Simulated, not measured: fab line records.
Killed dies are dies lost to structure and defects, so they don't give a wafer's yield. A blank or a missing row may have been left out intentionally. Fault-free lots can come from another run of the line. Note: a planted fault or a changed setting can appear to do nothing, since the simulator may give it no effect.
Which of the tools did it? || flow rit_cmos || 14 lots, 42 wafers sampled, at 2 steps of a route of 202

== WHAT THE GAUGES READ, wafer by wafer ==
The record holds no reading of a measuring or inspecting step that can be judged against a usual standard deviation.

== TOOL THAT RAN EACH LOT (tool first, then ch and the chambers of the sampled wafers, then the start) ==
{"lot": "L974", "RIT_M1_DEVELOP_08": "litho_track-04 ch 0, day 3 07:00", "RIT_M1_PROBE_99": "prober-02, day 3 09:59"}
{"lot": "L976", "RIT_M1_DEVELOP_08": "litho_track-02 ch 0, day 3 17:00", "RIT_M1_PROBE_99": "prober-02, day 3 21:22"}
{"lot": "L977", "RIT_M1_DEVELOP_08": "litho_track-04 ch 0, day 3 21:00", "RIT_M1_PROBE_99": "prober-01, day 4 00:02"}
{"lot": "L978", "RIT_M1_DEVELOP_08": "litho_track-02 ch 0, day 4 03:00", "RIT_M1_PROBE_99": "prober-02, day 4 06:31"}
{"lot": "L982", "RIT_M1_DEVELOP_08": "litho_track-04 ch 0, day 4 23:00", "RIT_M1_PROBE_99": "prober-02, day 5 02:06"}
{"lot": "L984", "RIT_M1_DEVELOP_08": "litho_track-04 ch 0, day 5 10:00", "RIT_M1_PROBE_99": "prober-02, day 5 14:07"}
{"lot": "L989", "RIT_M1_DEVELOP_08": "litho_track-01 ch 0, day 6 13:00", "RIT_M1_PROBE_99": "prober-01, day 6 16:20"}
{"lot": "L990", "RIT_M1_DEVELOP_08": "litho_track-02 ch 0, day 6 15:00", "RIT_M1_PROBE_99": "prober-02, day 6 18:25"}
{"lot": "L991", "RIT_M1_DEVELOP_08": "litho_track-01 ch 0, day 6 21:00", "RIT_M1_PROBE_99": "prober-01, day 7 00:17"}
{"lot": "L992", "RIT_M1_DEVELOP_08": "litho_track-02 ch 0, day 7 06:00", "RIT_M1_PROBE_99": "prober-02, day 7 09:04"}
{"lot": "L994", "RIT_M1_DEVELOP_08": "litho_track-02 ch 0, day 7 10:00", "RIT_M1_PROBE_99": "prober-02, day 7 13:38"}
{"lot": "L995", "RIT_M1_DEVELOP_08": "litho_track-01 ch 0, day 7 15:00", "RIT_M1_PROBE_99": "prober-01, day 7 18:47"}
{"lot": "L996", "RIT_M1_DEVELOP_08": "litho_track-01 ch 0, day 7 19:00", "RIT_M1_PROBE_99": "prober-02, day 7 23:08"}
{"lot": "L997", "RIT_M1_DEVELOP_08": "litho_track-04 ch 0, day 8 02:00", "RIT_M1_PROBE_99": "prober-01, day 8 04:52"}
- RIT_M1_DEVELOP_08: develop time 68.94 s.
- RIT_M1_PROBE_99

== WHAT THE TOOLS THEMSELVES READ (means of the sampled wafers that have a number; where no wafer has one, the mark that the record gives instead) ==
RIT_M1_DEVELOP_08. Usual: developer_temp_C 22.99 C, standard deviation 0.1; exhaust_pa 45.0 Pa, standard deviation 0.85.
{"lot": "L974", "tool": "litho_track-04", "developer_temp_C (C)": 23.05, "exhaust_pa (Pa)": 44.9, "flag": ""}
{"lot": "L976", "tool": "litho_track-02", "developer_temp_C (C)": 22.92, "exhaust_pa (Pa)": 45.6, "flag": ""}
{"lot": "L977", "tool": "litho_track-04", "developer_temp_C (C)": 22.93, "exhaust_pa (Pa)": 45.1, "flag": ""}
{"lot": "L978", "tool": "litho_track-02", "developer_temp_C (C)": 22.97, "exhaust_pa (Pa)": 44.9, "flag": ""}
{"lot": "L982", "tool": "litho_track-04", "developer_temp_C (C)": 22.14, "exhaust_pa (Pa)": 43.9, "flag": "OFF"}
{"lot": "L984", "tool": "litho_track-04", "developer_temp_C (C)": 22.22, "exhaust_pa (Pa)": 44.4, "flag": "OFF"}
{"lot": "L989", "tool": "litho_track-01", "developer_temp_C (C)": 23.18, "exhaust_pa (Pa)": 45.4, "flag": ""}
{"lot": "L990", "tool": "litho_track-02", "developer_temp_C (C)": 22.93, "exhaust_pa (Pa)": 45.3, "flag": ""}
{"lot": "L991", "tool": "litho_track-01", "developer_temp_C (C)": 22.97, "exhaust_pa (Pa)": 44.8, "flag": ""}
{"lot": "L992", "tool": "litho_track-02", "developer_temp_C (C)": 22.94, "exhaust_pa (Pa)": 45.4, "flag": ""}
{"lot": "L994", "tool": "litho_track-02", "developer_temp_C (C)": 22.87, "exhaust_pa (Pa)": 44.3, "flag": ""}
{"lot": "L995", "tool": "litho_track-01", "developer_temp_C (C)": 23.14, "exhaust_pa (Pa)": 45.1, "flag": ""}
{"lot": "L996", "tool": "litho_track-01", "developer_temp_C (C)": 23.03, "exhaust_pa (Pa)": 44.8, "flag": ""}
{"lot": "L997", "tool": "litho_track-04", "developer_temp_C (C)": 22.97, "exhaust_pa (Pa)": 45.4, "flag": ""}

RIT_M1_PROBE_99. Usual: defect_limited_yield 97.4 %, standard deviation 1.2; killed_at_contacts 0.1, standard deviation 0.24; killed_at_front_end 7, standard deviation 3.1; killed_dies 7, standard deviation 3.1; killed_on_rim 1.7, standard deviation 1.4; killed_open 3.6, standard deviation 2.1; killed_short 3.2, standard deviation 2; sort_bin_3_pad_short 0.1 %, standard deviation 0.2; sort_bin_5_function 1.4 %, standard deviation 0.8; sort_bin_6_memory 1.0 %, standard deviation 0.72; sort_n_pass 257, standard deviation 3.1; sort_yield_pct 97.4 %, standard deviation 1.2.
{"lot": "L974", "tool": "prober-02", "defect_limited_yield (%)": 97.0, "killed_at_contacts": 0.0, "killed_at_front_end": 8, "killed_dies": 8, "killed_on_rim": 3.3, "killed_open": 4.3, "killed_short": 3.7, "sort_bin_3_pad_short (%)": 0.0, "sort_bin_5_function (%)": 1.8, "sort_bin_6_memory (%)": 1.3, "sort_n_pass": 256, "sort_yield_pct (%)": 97.0, "flag": ""}
{"lot": "L976", "tool": "prober-02", "defect_limited_yield (%)": 97.8, "killed_at_contacts": 0.0, "killed_at_front_end": 6, "killed_dies": 6, "killed_on_rim": 2.0, "killed_open": 3.3, "killed_short": 2.3, "sort_bin_3_pad_short (%)": 0.0, "sort_bin_5_function (%)": 1.7, "sort_bin_6_memory (%)": 0.5, "sort_n_pass": 258, "sort_yield_pct (%)": 97.8, "flag": ""}
{"lot": "L977", "tool": "prober-01", "defect_limited_yield (%)": 97.1, "killed_at_contacts": 0.0, "killed_at_front_end": 8, "killed_dies": 8, "killed_on_rim": 1.3, "killed_open": 5.0, "killed_short": 2.7, "sort_bin_3_pad_short (%)": 0.3, "sort_bin_5_function (%)": 1.8, "sort_bin_6_memory (%)": 0.9, "sort_n_pass": 256, "sort_yield_pct (%)": 97.1, "flag": ""}
{"lot": "L978", "tool": "prober-02", "defect_limited_yield (%)": 97.1, "killed_at_contacts": 0.0, "killed_at_front_end": 8, "killed_dies": 8, "killed_on_rim": 2.3, "killed_open": 4.3, "killed_short": 3.3, "sort_bin_3_pad_short (%)": 0.3, "sort_bin_5_function (%)": 1.6, "sort_bin_6_memory (%)": 1.0, "sort_n_pass": 256, "sort_yield_pct (%)": 97.1, "flag": ""}
{"lot": "L982", "tool": "prober-02", "defect_limited_yield (%)": 98.5, "killed_at_contacts": 0.0, "killed_at_front_end": 4, "killed_dies": 4, "killed_on_rim": 0.7, "killed_open": 4.0, "killed_short": 0.0, "sort_bin_3_pad_short (%)": 0.0, "sort_bin_5_function (%)": 0.9, "sort_bin_6_memory (%)": 0.7, "sort_n_pass": 260, "sort_yield_pct (%)": 98.5, "flag": ""}
{"lot": "L984", "tool": "prober-02", "defect_limited_yield (%)": 97.2, "killed_at_contacts": 0.0, "killed_at_front_end": 7, "killed_dies": 7, "killed_on_rim": 1.7, "killed_open": 4.0, "killed_short": 3.3, "sort_bin_3_pad_short (%)": 0.1, "sort_bin_5_function (%)": 1.1, "sort_bin_6_memory (%)": 1.5, "sort_n_pass": 257, "sort_yield_pct (%)": 97.2, "flag": ""}
{"lot": "L989", "tool": "prober-01", "defect_limited_yield (%)": 97.3, "killed_at_contacts": 0.0, "killed_at_front_end": 7, "killed_dies": 7, "killed_on_rim": 2.0, "killed_open": 4.7, "killed_short": 2.3, "sort_bin_3_pad_short (%)": 0.1, "sort_bin_5_function (%)": 1.2, "sort_bin_6_memory (%)": 1.3, "sort_n_pass": 257, "sort_yield_pct (%)": 97.3, "flag": ""}
{"lot": "L990", "tool": "prober-02", "defect_limited_yield (%)": 98.2, "killed_at_contacts": 0.0, "killed_at_front_end": 5, "killed_dies": 5, "killed_on_rim": 1.0, "killed_open": 2.7, "killed_short": 2.0, "sort_bin_3_pad_short (%)": 0.1, "sort_bin_5_function (%)": 1.0, "sort_bin_6_memory (%)": 0.7, "sort_n_pass": 259, "sort_yield_pct (%)": 98.2, "flag": ""}
{"lot": "L991", "tool": "prober-01", "defect_limited_yield (%)": 98.0, "killed_at_contacts": 0.0, "killed_at_front_end": 5, "killed_dies": 5, "killed_on_rim": 0.3, "killed_open": 2.0, "killed_short": 3.3, "sort_bin_3_pad_short (%)": 0.3, "sort_bin_5_function (%)": 1.3, "sort_bin_6_memory (%)": 0.5, "sort_n_pass": 259, "sort_yield_pct (%)": 98.0, "flag": ""}
{"lot": "L992", "tool": "prober-02", "defect_limited_yield (%)": 97.0, "killed_at_contacts": 0.0, "killed_at_front_end": 8, "killed_dies": 8, "killed_on_rim": 1.3, "killed_open": 3.3, "killed_short": 4.7, "sort_bin_3_pad_short (%)": 0.3, "sort_bin_5_function (%)": 1.9, "sort_bin_6_memory (%)": 0.9, "sort_n_pass": 256, "sort_yield_pct (%)": 97.0, "flag": ""}
{"lot": "L994", "tool": "prober-02", "defect_limited_yield (%)": 97.2, "killed_at_contacts": 0.0, "killed_at_front_end": 7, "killed_dies": 7, "killed_on_rim": 1.3, "killed_open": 3.3, "killed_short": 4.0, "sort_bin_3_pad_short (%)": 0.0, "sort_bin_5_function (%)": 2.0, "sort_bin_6_memory (%)": 0.7, "sort_n_pass": 257, "sort_yield_pct (%)": 97.2, "flag": ""}
{"lot": "L995", "tool": "prober-01", "defect_limited_yield (%)": 98.1, "killed_at_contacts": 0.0, "killed_at_front_end": 5, "killed_dies": 5, "killed_on_rim": 1.0, "killed_open": 2.7, "killed_short": 2.3, "sort_bin_3_pad_short (%)": 0.3, "sort_bin_5_function (%)": 1.3, "sort_bin_6_memory (%)": 0.4, "sort_n_pass": 259, "sort_yield_pct (%)": 98.1, "flag": ""}
{"lot": "L996", "tool": "prober-02", "defect_limited_yield (%)": 98.0, "killed_at_contacts": 0.3, "killed_at_front_end": 5, "killed_dies": 5, "killed_on_rim": 0.3, "killed_open": 3.0, "killed_short": 2.3, "sort_bin_3_pad_short (%)": 0.0, "sort_bin_5_function (%)": 1.3, "sort_bin_6_memory (%)": 0.7, "sort_n_pass": 259, "sort_yield_pct (%)": 98.0, "flag": ""}
{"lot": "L997", "tool": "prober-01", "defect_limited_yield (%)": 96.0, "killed_at_contacts": 0.0, "killed_at_front_end": 11, "killed_dies": 11, "killed_on_rim": 3.0, "killed_open": 5.7, "killed_short": 5.0, "sort_bin_3_pad_short (%)": 0.4, "sort_bin_5_function (%)": 1.9, "sort_bin_6_memory (%)": 1.8, "sort_n_pass": 253, "sort_yield_pct (%)": 96.0, "flag": ""}

== THE ANSWER, worked out from the rows above alone ==
Rule: take the mean of a lot's wafers that have a number; if it is more than 3 standard deviations from the usual mean, the lot is off. Also off: a lot with no number at a reading for which 4 or more lots have one. All remaining lots with rows at the step are treated as sound. The gauges are gone through in route order, then the tools' own readings, and for those a lot's mean is taken as printed above. The first step at which some lot is off is used, and at that step the reading that is off furthest; a lot without a number counts as furthest.
Off: L982, L984 (RIT_M1_DEVELOP_08, developer_temp_C).
A tool fits if, at that step or a process step before it, it ran every lot that is off, and no sound lot after the first of them. No candidate that was tried fits.

== WHAT WAS PUT IN BY THE SIMULATOR ==
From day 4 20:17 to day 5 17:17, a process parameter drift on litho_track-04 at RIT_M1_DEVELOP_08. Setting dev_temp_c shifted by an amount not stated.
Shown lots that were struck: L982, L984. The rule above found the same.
